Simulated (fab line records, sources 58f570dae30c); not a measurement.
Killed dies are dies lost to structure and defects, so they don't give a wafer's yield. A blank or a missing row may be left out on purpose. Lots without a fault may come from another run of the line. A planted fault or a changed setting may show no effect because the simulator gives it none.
Which tool did it? | flow berkeley_cmos170 | 7 lots, 21 wafers sampled, at 2 steps of a route of 331

WHAT THE GAUGES READ, wafer by wafer
UCB170_SACOX_THK_MEAS_02.
lot  | measured    | on            | SACOX_OXIDE_THK (nm)
L342 | day 5 22:32 | film_metro-02 | 14.54 14.42 14.71
L344 | day 5 22:32 | film_metro-03 | 14.74 14.60 14.44
L347 | day 6 08:20 | film_metro-02 | 14.72 14.70 14.64
L351 | day 7 01:29 | film_metro-03 | 22.83 22.90 23.02
L359 | day 9 00:27 | film_metro-02 | 14.27 14.31 14.05
L361 | day 9 08:35 | film_metro-03 | 14.57 14.59 14.55
L363 | day 9 15:46 | film_metro-01 | 14.41 14.35 14.52

WHICH TOOL RAN EACH LOT (tool, then ch and the chambers of the sampled wafers, then the start)
lot  | UCB170_SACOX_OXIDATION_01
L342 | furnace-03 ch 0, day 5 20:52
L344 | furnace-03 ch 0, day 5 20:52
L347 | furnace-03 ch 0, day 6 06:40
L351 | furnace-04 ch 0, day 6 20:29 and furnace-01 ch 0, day 6 23:48
L359 | furnace-03 ch 0, day 8 22:47
L361 | furnace-04 ch 0, day 9 06:55
L363 | furnace-04 ch 0, day 9 14:05
- UCB170_SACOX_OXIDATION_01: target thk 14.4 nm, ox time 2400 s.

THE ANSWER, worked out from the rows above alone
Rule: what is usual is taken from the lots themselves. Put in order of their means at a reading, lots are off if they are a third of the lots or fewer, leave a main group of 4 or more, and stand apart from it by a gap of 3 or more times the standard deviation of the main group's means; of several such gaps the widest counts. A main group whose means are all the same, to the digits that the tables above print for the reading, isn't used. A lot without any number at a reading at which 4 lots or more have one is off too. The other lots that the step has rows for count as sound.
Off: L351, at UCB170_SACOX_THK_MEAS_02 (SACOX_OXIDE_THK). The main group: mean 14.51 nm, standard deviation 0.15.
A tool fits if, at a process step before that reading, it ran every lot that is off, and no sound lot after the first of them. The gauges at UCB170_SACOX_THK_MEAS_02 are tried like those tools. One fits: furnace-01 at UCB170_SACOX_OXIDATION_01. It ran no sound lot before its first lot that is off in this sample, so the start can't be narrowed down.

WHAT THE SIMULATOR HAD PUT IN
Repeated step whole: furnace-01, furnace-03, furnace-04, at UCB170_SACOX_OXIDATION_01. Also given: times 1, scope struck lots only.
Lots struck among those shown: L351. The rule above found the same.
